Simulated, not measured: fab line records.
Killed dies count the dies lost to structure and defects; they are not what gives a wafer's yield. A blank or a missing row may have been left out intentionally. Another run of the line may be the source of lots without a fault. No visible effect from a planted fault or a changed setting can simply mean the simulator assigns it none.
What tool caused it? | flow ritCmos | 14 lots with 42 wafers sampled at 2 steps, on a route of 202 steps

## WHAT THE GAUGES READ, wafer by wafer
RIT_GATE_THK_MEAS_07.
lot  | measured    | on           | GATE_OXIDE_THK (nm)
L115 | day 2 22:10 | filmMetro-04 | 2.99 2.97 2.99
L117 | day 3 06:14 | filmMetro-02 | 3.06 3.00 2.99
L118 | day 3 14:31 | filmMetro-02 | 3.05 3.07 3.14
L120 | day 3 21:17 | filmMetro-02 | 3.10 3.08 3.13
L121 | day 4 01:10 | filmMetro-04 | 3.11 3.17 3.02
L122 | day 4 06:13 | filmMetro-04 | 2.95 2.99 3.02
L124 | day 4 14:19 | filmMetro-03 | 2.95 2.98 2.92
L126 | day 4 22:53 | filmMetro-04 | 3.11 3.16 3.09
L127 | day 5 04:12 | filmMetro-02 | 3.04 3.10 3.14
L128 | day 5 12:49 | filmMetro-04 | 3.09 3.07 3.02
L129 | day 5 15:26 | filmMetro-04 | 3.08 3.02 3.03
L131 | day 6 01:10 | filmMetro-03 | 2.98 3.09 3.01
L136 | day 7 01:50 | filmMetro-04 | 3.58 3.66 3.59
L137 | day 7 10:31 | filmMetro-02 | 3.60 3.55 3.55

## EACH LOT AND THE TOOL THAT RAN IT (in order: tool; ch and the chambers of the sampled wafers; start)
lot  | RIT_GATE_OXIDATION_05
L115 | furnace-04 ch 0, day 2 16:23
L117 | furnace-01 ch 0, day 3 04:54
L118 | furnace-01 ch 0, day 3 11:09
L120 | furnace-01 ch 0, day 3 18:38
L121 | furnace-01 ch 0, day 3 23:49
L122 | furnace-01 ch 0, day 4 03:41
L124 | furnace-03 ch 0, day 4 12:59
L126 | furnace-01 ch 0, day 4 21:32
L127 | furnace-04 ch 0, day 5 02:52
L128 | furnace-01 ch 0, day 5 08:56
L129 | furnace-03 ch 0, day 5 13:38
L131 | furnace-03 ch 0, day 5 23:04
L136 | furnace-01 ch 0, day 6 23:45
L137 | furnace-01 ch 0, day 7 06:51
- RIT_GATE_OXIDATION_05: target thk 3 nm, ox time 270 s.

## WHAT THE TOOLS THEMSELVES READ (means of the sampled wafers that have a number; where no wafer has one, the mark that the record gives instead)
The record holds no such reading with a usual standard deviation.

## THE ANSWER, worked out from the rows above alone
Rule: what is usual is taken from the lots themselves. The widest of any qualifying gaps counts: lots, ordered by their means at a reading, are off when they make up no more than a third of the lots, leave a main group of 4 or more, and stand apart from it by 3 or more times the standard deviation of that group's means. A main group whose means are all the same, to the digits that the tables above print for the reading, isn't used. Also off: a lot with no number at a reading for which 4 or more lots have one. The other lots that the step has rows for count as sound. After the gauges, taken in route order, come the tools' own readings; for these a lot's mean is taken, as printed above. The first step at which some lot is off is used, and at that step the reading that is off furthest; a lot without a number counts as furthest.
Off: L136, L137, seen at RIT_GATE_THK_MEAS_07 (GATE_OXIDE_THK). The main group has a mean of 3.05 nm with a standard deviation of 0.053.
A tool fits if, at a process step before that reading, it ran every lot that is off, and no sound lot after the first of them. The gauges at RIT_GATE_THK_MEAS_07 are tried like those tools. One fits: furnace-01 at RIT_GATE_OXIDATION_05. Its last sound lot is L128 (day 5 08:56), its first lot that is off L136 (day 6 23:45): a fault that began between those two fits.

## WHAT HAD BEEN PUT IN BY THE SIMULATOR
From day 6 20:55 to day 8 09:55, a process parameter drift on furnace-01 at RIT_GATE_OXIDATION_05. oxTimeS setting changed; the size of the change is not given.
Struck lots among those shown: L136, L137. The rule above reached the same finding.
